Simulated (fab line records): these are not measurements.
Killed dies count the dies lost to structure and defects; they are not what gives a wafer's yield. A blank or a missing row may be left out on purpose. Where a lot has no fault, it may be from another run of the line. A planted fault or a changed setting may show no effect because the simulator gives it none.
Which tool did it?	flow rit cmos	13 lots (39 wafers sampled), 1 step of a 202-step route

== WHAT THE GAUGES READ, wafer by wafer ==
Not one reading of a measure or inspect step in the record can be checked against a usual standard deviation.

== TOOL THAT RAN EACH LOT (tool first, then ch and the chambers of the sampled wafers, then the start) ==
lot	RIT_PLDD_STRIP_09
L304	plasma asher-03 ch 0,1, day 2 19:19
L305	plasma asher-03 ch 0,1, day 3 00:24
L306	plasma asher-04 ch 0,1, day 3 04:57
L307	plasma asher-04 ch 0,1, day 3 10:11
L308	plasma asher-03 ch 1, day 3 16:36
L309	plasma asher-03 ch 0,1, day 3 20:15
L313	plasma asher-04 ch 0,1, day 4 17:43
L317	plasma asher-03 ch 0,1, day 5 12:09
L322	plasma asher-01 ch 0,1, day 6 13:29
L324	plasma asher-04 ch 0,1, day 6 23:35
L325	plasma asher-03 ch 0,1, day 7 04:55
L326	plasma asher-03 ch 0,1, day 7 09:28
L327	plasma asher-01 ch 0,1, day 7 13:48
- RIT_PLDD_STRIP_09: strips in O2, time 180 s.

== WHAT THE TOOLS THEMSELVES READ (means of the sampled wafers that have a number; where no wafer has one, the mark that the record gives instead) ==
RIT_PLDD_STRIP_09. Usual: drypump motor current A 5.6 A, standard deviation 0.36; run length s 208.39 s, standard deviation 0.29.
lot	tool	drypump motor current A (A)	run length s (s)	flag
L304	plasma asher-03	5.7	208.58	
L305	plasma asher-03	5.8	208.44	
L306	plasma asher-04	5.3	208.52	
L307	plasma asher-04	5.3	208.48	
L308	plasma asher-03	6.0	208.53	
L309	plasma asher-03	5.8	208.34	
L313	plasma asher-04	5.1	72.38	OFF
L317	plasma asher-03	5.7	208.46	
L322	plasma asher-01	5.9	207.87	
L324	plasma asher-04	5.2	208.49	
L325	plasma asher-03	5.7	208.31	
L326	plasma asher-03	5.8	208.55	
L327	plasma asher-01	5.9	207.78	

== THE ANSWER, worked out from the rows above alone ==
Rule: a lot counts as off when the mean over its wafers that have a number is more than 3 standard deviations away from the usual mean. A lot without any number at a reading at which 4 lots or more have one is off too. Where the step has rows for the other lots, those lots are counted as sound. First the gauges in route order, then the tools' own readings, where a lot's mean is used as printed above. At the first step where some lot is off, the reading lying furthest off is the one used; lots without a number count as furthest.
Off: L313, at RIT_PLDD_STRIP_09 (run length s).
If a tool, at that step or one of the process steps before it, ran each lot that is off and ran no sound lot following the first of them, it fits. None of those tried fits.

== WHAT THE SIMULATOR HAD PUT IN ==
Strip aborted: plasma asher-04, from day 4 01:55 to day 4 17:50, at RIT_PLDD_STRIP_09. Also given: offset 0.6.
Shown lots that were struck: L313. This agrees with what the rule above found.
